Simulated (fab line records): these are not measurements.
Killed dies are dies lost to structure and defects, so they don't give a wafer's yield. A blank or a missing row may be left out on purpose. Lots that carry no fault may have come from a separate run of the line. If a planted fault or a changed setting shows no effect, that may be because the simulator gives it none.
Which tool is to blame? :: flow rit cmos :: 14 lots, 42 wafers sampled, at 3 steps of a route of 202

WHAT THE GAUGES READ, wafer by wafer
RIT_SILICIDE_RS_MEAS_02: the measuring method here is four-point-probe. Usual: for SILICIDE_TI_RS the level is 49.7 ohm/sq and the standard deviation is 0.63.
lot: L475
measured: day 3 04:26
on: film metro-04
SILICIDE_TI_RS (ohm/sq): 49.0 49.7 49.3
flag: 

lot: L476
measured: day 3 11:14
on: film metro-03
SILICIDE_TI_RS (ohm/sq): 49.8 49.8 49.2
flag: 

lot: L477
measured: day 3 13:52
on: film metro-04
SILICIDE_TI_RS (ohm/sq): 49.9 49.8 49.8
flag: 

lot: L478
measured: day 3 21:28
on: film metro-02
SILICIDE_TI_RS (ohm/sq): 50.5 51.1 51.1
flag: 

lot: L480
measured: day 4 08:29
on: film metro-02
SILICIDE_TI_RS (ohm/sq): 49.6 50.3 50.1
flag: 

lot: L481
measured: day 4 13:44
on: film metro-04
SILICIDE_TI_RS (ohm/sq): 50.3 49.9 49.4
flag: 

lot: L483
measured: day 5 02:25
on: film metro-02
SILICIDE_TI_RS (ohm/sq): 50.3 49.7 49.4
flag: 

lot: L484
measured: day 5 08:10
on: film metro-02
SILICIDE_TI_RS (ohm/sq): 49.9 49.8 50.4
flag: 

lot: L488
measured: day 6 06:08
on: film metro-04
SILICIDE_TI_RS (ohm/sq): 49.7 43.3 50.1
flag: OFF

lot: L490
measured: day 6 17:00
on: film metro-02
SILICIDE_TI_RS (ohm/sq): 50.2 42.6 49.9
flag: OFF

lot: L493
measured: day 7 00:47
on: film metro-03
SILICIDE_TI_RS (ohm/sq): 48.2 48.1 48.4
flag: 

lot: L494
measured: day 7 07:18
on: film metro-03
SILICIDE_TI_RS (ohm/sq): 49.7 50.2 49.5
flag: 

lot: L496
measured: day 7 13:20
on: film metro-02
SILICIDE_TI_RS (ohm/sq): 49.3 49.5 49.4
flag: 

lot: L498
measured: day 7 23:29
on: film metro-04
SILICIDE_TI_RS (ohm/sq): 48.8 48.6 48.6
flag: 

RIT_SILICIDE_THK_MEAS_03: measures by xrf. Usual: for SILICIDE_TI_THK the level is 29.2 nm and the standard deviation is 0.3.
lot: L475
measured: day 3 04:33
on: film metro-04
SILICIDE_TI_THK (nm): 29.6 29.2 29.5
flag: 

lot: L476
measured: day 3 11:21
on: film metro-03
SILICIDE_TI_THK (nm): 29.1 29.0 29.4
flag: 

lot: L477
measured: day 3 13:58
on: film metro-04
SILICIDE_TI_THK (nm): 29.0 29.2 29.1
flag: 

lot: L478
measured: day 3 21:34
on: film metro-02
SILICIDE_TI_THK (nm): 28.8 28.5 28.6
flag: 

lot: L480
measured: day 4 08:35
on: film metro-02
SILICIDE_TI_THK (nm): 29.0 28.9 29.0
flag: 

lot: L481
measured: day 4 13:51
on: film metro-04
SILICIDE_TI_THK (nm): 29.1 29.1 29.4
flag: 

lot: L483
measured: day 5 02:31
on: film metro-02
SILICIDE_TI_THK (nm): 28.9 29.1 29.3
flag: 

lot: L484
measured: day 5 08:17
on: film metro-02
SILICIDE_TI_THK (nm): 29.2 29.0 28.9
flag: 

lot: L488
measured: day 6 06:15
on: film metro-04
SILICIDE_TI_THK (nm): 29.4 33.0 29.2
flag: OFF

lot: L490
measured: day 6 17:07
on: film metro-02
SILICIDE_TI_THK (nm): 29.0 33.1 29.3
flag: OFF

lot: L493
measured: day 7 00:55
on: film metro-03
SILICIDE_TI_THK (nm): 30.0 29.9 29.8
flag: 

lot: L494
measured: day 7 07:25
on: film metro-03
SILICIDE_TI_THK (nm): 29.1 29.0 29.1
flag: 

lot: L496
measured: day 7 13:27
on: film metro-02
SILICIDE_TI_THK (nm): 29.4 29.5 29.3
flag: 

lot: L498
measured: day 7 23:35
on: film metro-04
SILICIDE_TI_THK (nm): 29.6 29.7 29.9
flag: 

WHAT TOOL EACH LOT RAN ON (gives the tool, then ch and the chambers of the sampled wafers, and finally the start)
lot: L475
RIT_SILICIDE_SPUTTER_01: pvd sputter-03, day 3 04:17

lot: L476
RIT_SILICIDE_SPUTTER_01: pvd sputter-03, day 3 11:04

lot: L477
RIT_SILICIDE_SPUTTER_01: pvd sputter-02, day 3 13:41

lot: L478
RIT_SILICIDE_SPUTTER_01: pvd sputter-03, day 3 21:16

lot: L480
RIT_SILICIDE_SPUTTER_01: pvd sputter-03, day 4 08:18

lot: L481
RIT_SILICIDE_SPUTTER_01: pvd sputter-01, day 4 13:35

lot: L483
RIT_SILICIDE_SPUTTER_01: pvd sputter-01, day 5 02:14

lot: L484
RIT_SILICIDE_SPUTTER_01: pvd sputter-03, day 5 08:01

lot: L488
RIT_SILICIDE_SPUTTER_01: pvd sputter-03, day 6 05:58

lot: L490
RIT_SILICIDE_SPUTTER_01: pvd sputter-03, day 6 16:51

lot: L493
RIT_SILICIDE_SPUTTER_01: pvd sputter-02, day 7 00:38

lot: L494
RIT_SILICIDE_SPUTTER_01: pvd sputter-01, day 7 07:08

lot: L496
RIT_SILICIDE_SPUTTER_01: pvd sputter-01, day 7 13:11

lot: L498
RIT_SILICIDE_SPUTTER_01: pvd sputter-02, day 7 23:17
- RIT_SILICIDE_SPUTTER_01: material Ti, target thk 30 nm, time 240 s.

AS READ BY THE TOOLS THEMSELVES (means over the sampled wafers that have a number; for cases with no such wafer, the mark the record gives instead)
RIT_SILICIDE_SPUTTER_01. Usual: throttle valve pct at 30.1 %, with a standard deviation of 1.
lot: L475
tool: pvd sputter-03
throttle valve pct (%): 29.5
flag: 

lot: L476
tool: pvd sputter-03
throttle valve pct (%): 29.7
flag: 

lot: L477
tool: pvd sputter-02
throttle valve pct (%): 30.5
flag: 

lot: L478
tool: pvd sputter-03
throttle valve pct (%): 30.6
flag: 

lot: L480
tool: pvd sputter-03
throttle valve pct (%): 31.5
flag: 

lot: L481
tool: pvd sputter-01
throttle valve pct (%): 29.5
flag: 

lot: L483
tool: pvd sputter-01
throttle valve pct (%): 29.8
flag: 

lot: L484
tool: pvd sputter-03
throttle valve pct (%): 30.3
flag: 

lot: L488
tool: pvd sputter-03
throttle valve pct (%): 30.5
flag: 

lot: L490
tool: pvd sputter-03
throttle valve pct (%): 29.6
flag: 

lot: L493
tool: pvd sputter-02
throttle valve pct (%): 31.3
flag: 

lot: L494
tool: pvd sputter-01
throttle valve pct (%): 29.2
flag: 

lot: L496
tool: pvd sputter-01
throttle valve pct (%): 29.8
flag: 

lot: L498
tool: pvd sputter-02
throttle valve pct (%): 30.4
flag: 

THE ANSWER, worked out from the rows above alone
Rule: a lot is off if the mean of its wafers that have a number lies more than 3 standard deviations from the usual mean. Also off: a lot with no number at a reading for which 4 or more lots have one. Where the step has rows for the other lots, those lots are counted as sound. First the gauges in route order, then the tools' own readings, where a lot's mean is used as printed above. At the first step where some lot is off, the reading lying furthest off is the one used; lots without a number count as furthest.
Off: at RIT_SILICIDE_RS_MEAS_02 (SILICIDE_TI_RS), L488, L490.
A tool fits if, at a process step before that reading, it ran every lot that is off, and no sound lot after the first of them. Gauges at RIT_SILICIDE_RS_MEAS_02: tried the same way as those tools. One fits: pvd sputter-03 at RIT_SILICIDE_SPUTTER_01. A fault onset in the window from L484 (day 5 08:01, its last sound lot) to L488 (day 6 05:58, its first lot off) fits.

WHAT THE SIMULATOR HAD PUT IN
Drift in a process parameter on pvd sputter-03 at RIT_SILICIDE_SPUTTER_01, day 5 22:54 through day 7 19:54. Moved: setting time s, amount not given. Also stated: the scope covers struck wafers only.
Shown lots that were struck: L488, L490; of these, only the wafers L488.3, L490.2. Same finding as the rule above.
